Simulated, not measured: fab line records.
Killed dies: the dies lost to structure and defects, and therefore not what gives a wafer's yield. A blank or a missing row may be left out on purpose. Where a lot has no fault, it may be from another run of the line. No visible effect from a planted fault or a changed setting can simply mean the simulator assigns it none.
Matching of chambers || flow berkeleyCmos170 || 4 sister chambers for UCB170_M2_ETCH_17 on rieDiel-03
The step etches BARC in N2/H2. 4 wafers are shown with their chamber, then 7 later ones without.

WAFERS WITH THEIR CHAMBER
{"wafer": "L437.3", "chamber": 2, "throttleValvePct (%)": 13.58}
{"wafer": "L441.5", "chamber": 3, "throttleValvePct (%)": 13.24}
{"wafer": "L448.1", "chamber": 1, "throttleValvePct (%)": 13.74}
{"wafer": "L448.3", "chamber": 0, "throttleValvePct (%)": 13.11}

WAFERS MISSING THEIR CHAMBER
{"wafer": "L448.5", "throttleValvePct (%)": 13.22}
{"wafer": "L449.3", "throttleValvePct (%)": 13.14}
{"wafer": "L449.4", "throttleValvePct (%)": 13.76}
{"wafer": "L449.6", "throttleValvePct (%)": 13.76}
{"wafer": "L456.2", "throttleValvePct (%)": 13.75}
{"wafer": "L456.3", "throttleValvePct (%)": 13.60}
{"wafer": "L456.6", "throttleValvePct (%)": 13.59}

WHICH CHAMBER EACH WENT THROUGH
{"wafer": "L448.5", "from the rows above": 3, "in truth": 3}
{"wafer": "L449.3", "from the rows above": 0, "in truth": 0}
{"wafer": "L449.4", "from the rows above": 1, "in truth": 1}
{"wafer": "L449.6", "from the rows above": 1, "in truth": 1}
{"wafer": "L456.2", "from the rows above": 1, "in truth": 1}
{"wafer": "L456.3", "from the rows above": 2, "in truth": 2}
{"wafer": "L456.6", "from the rows above": 2, "in truth": 2}
Placed correctly: 7 of 7. Number that these rows cannot place: 0. Wrongly placed: 0.
How it was worked out, from the rows above alone: a wafer's distance from a chamber is the root of the sum, over the readings, of the square of ((its reading less the chamber's mean) divided by the reading's scatter). If the next closest chamber is less than 2 further off than the closest, the wafer can't be placed; otherwise it belongs to the closest. Each chamber's mean is taken over the wafers shown for it. The scatter: root of mean squared gap, hidden wafer to nearest shown wafer, with one shown wafer a chamber.
